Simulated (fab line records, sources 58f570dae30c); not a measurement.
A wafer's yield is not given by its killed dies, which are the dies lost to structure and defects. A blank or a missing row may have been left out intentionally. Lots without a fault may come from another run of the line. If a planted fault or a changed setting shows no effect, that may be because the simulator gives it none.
One fault seen from 2 desks | flow berkeley cmos170 | each desk has only its own numbers; what lay behind them comes last

## AT THE TOOL OWNER'S DESK: krf scanner-02
The tool's own readings at UCB170_M3_EXPOSE_12 (exposes mask METAL3, target cd 700 nm): means of the sampled wafers that have a number, for each lot that ran on this tool. The brackets show how far a lot's mean lies from the usual mean; more than 4 standard deviations puts the lot out of limits, marked OUT.
Columns: A = exposure dose mJ cm2 at UCB170_M3_EXPOSE_12, usual 25.991; B = reticle temp C at UCB170_M3_EXPOSE_12, usual 23.00 C
lot  | first seen here | A                 | B
L499 | day 7 14:46     | 25.996            | 22.93
L498 | day 7 15:05     | 26.007            | 23.00
L504 | day 9 05:55     | 26.012            | 23.09
L505 | day 9 22:04     | 26.019            | 23.07
L507 | day 9 23:34     | 26.006            | 23.00
L516 | day 11 19:20    | 25.766 (-8.0) OUT | 23.04
L517 | day 11 23:28    | 25.592 (-14) OUT  | 23.08
This desk's finding: out of limits on L516, L517; first on L516, day 11 19:20 (exposure dose mJ cm2 at UCB170_M3_EXPOSE_12). L499, L498, L504, L505, L507 stayed within limits.

## FROM THE METROLOGY DESK
Lot by lot, what the gauges showed, no matter which tool ran the lot: averages of those sampled wafers that carry a number. The brackets show how far a lot's mean lies from the usual mean; more than 4 standard deviations puts the lot out of limits, marked OUT.
Columns: A = M2_AL_THK at UCB170_M2_THK_MEAS_03, usual 905 nm; B = cd nm at UCB170_M3_CD_MEAS_15, usual 699.8 nm
lot  | first seen here | A   | B
L497 | day 7 06:27     | 915 | 700.2
L499 | day 7 06:35     | 892 | 699.9
L498 | day 7 06:41     | 908 | 698.7
L501 | day 7 22:21     | 905 | 702.2
L502 | day 8 12:46     | 897 | 697.6
L503 | day 8 13:01     | 892 | 701.0
L504 | day 8 22:41     | 902 | 701.3
L506 | day 9 13:29     | 920 | 699.5
L505 | day 9 13:33     | 882 | 702.0
L507 | day 9 13:50     | 918 | 700.0
L509 | day 9 21:03     | 907 | 699.5
L511 | day 10 12:23    | 910 | 697.0
L516 | day 11 12:46    | 902 | 694.1
L517 | day 11 16:43    | 909 | 693.9
Result from this desk: across the 14 lots, nothing is out of limits.

## PUT TOGETHER
An alarm could have come from the tool owner's desk at day 11 19:20, on L516, L517.
Nothing out of limits was seen by the metrology desk.
The metrology desk has L516, L517 on record, within its limits.
The lots listed all ran UCB170_M3_EXPOSE_12 on krf scanner-02.

## WHAT HAD BEEN PUT IN BY THE SIMULATOR
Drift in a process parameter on krf scanner-02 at UCB170_M3_EXPOSE_12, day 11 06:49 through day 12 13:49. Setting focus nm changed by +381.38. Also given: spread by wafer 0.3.
Struck lots among those shown: L516, L517.
Hours from the fault's start to each desk's first reading out of limits: the tool owner's desk, 13.
